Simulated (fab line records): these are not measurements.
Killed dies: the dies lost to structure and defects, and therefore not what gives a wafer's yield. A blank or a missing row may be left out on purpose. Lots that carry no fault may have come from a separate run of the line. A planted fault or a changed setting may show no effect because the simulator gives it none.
Which tool was responsible? | flow berkeleyCmos170 | 6 lots with 18 wafers sampled at 2 steps, on a route of 331 steps

## WHAT EACH GAUGE READ, for each wafer
UCB170_M2_CD_MEAS_15 targets a cd of 700 nm.
lot  | measured     | on       | cdNm (nm)
L691 | day 9 04:13  | cdSem-01 | 699.2 699.1 699.5
L694 | day 10 02:52 | cdSem-02 | 699.9 700.2 700.7
L698 | day 10 12:41 | cdSem-02 | 700.9 701.9 701.5
L701 | day 11 11:18 | cdSem-02 | 700.5 699.9 699.7
L705 | day 11 14:48 | cdSem-02 | 699.9 699.2 700.6
L709 | day 12 15:39 | cdSem-02 | 700.4 699.5 699.8

## TOOL THAT RAN EACH LOT (tool first, then ch and the chambers of the sampled wafers, then the start)
lot  | UCB170_PWELL_CLEAN_01
L691 | wetBench-04 ch 2, day 3 16:47
L694 | wetBench-04 ch 1, day 4 10:07
L698 | wetBench-04 ch 0, day 4 22:46
L701 | wetBench-03 ch 3, day 5 17:49
L705 | wetBench-03 ch 3, day 6 04:20
L709 | wetBench-01 ch 3, day 7 07:27
- UCB170_PWELL_CLEAN_01: cleans in dHF, time 60 s.

## THE ANSWER, worked out from the rows above alone
Rule: what is usual is taken from the lots themselves. The widest of any qualifying gaps counts: lots, ordered by their means at a reading, are off when they make up no more than a third of the lots, leave a main group of 4 or more, and stand apart from it by 3 or more times the standard deviation of that group's means. If all means in a main group match to the digits the tables above print for the reading, that group is not used. A lot without any number at a reading at which 4 lots or more have one is off too. The other lots that the step has rows for count as sound.
Off: L698, at UCB170_M2_CD_MEAS_15 (cdNm). For the main group the mean is 699.9 nm and the standard deviation 0.33.
A tool fits if, at a process step before that reading, it ran every lot that is off, and no sound lot after the first of them. Those tools and the gauges at UCB170_M2_CD_MEAS_15 are tried in the same way. One fits: UCB170_PWELL_CLEAN_01 on wetBench-04. Its last sound lot is L694 (day 4 10:07), its first lot that is off L698 (day 4 22:46): a fault that began between those two fits.

## WHAT HAD BEEN PUT IN BY THE SIMULATOR
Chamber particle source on wetBench-04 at UCB170_PWELL_CLEAN_01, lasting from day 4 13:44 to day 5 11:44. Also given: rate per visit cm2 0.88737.
Struck lots among those shown: L698. The rule above found the same.
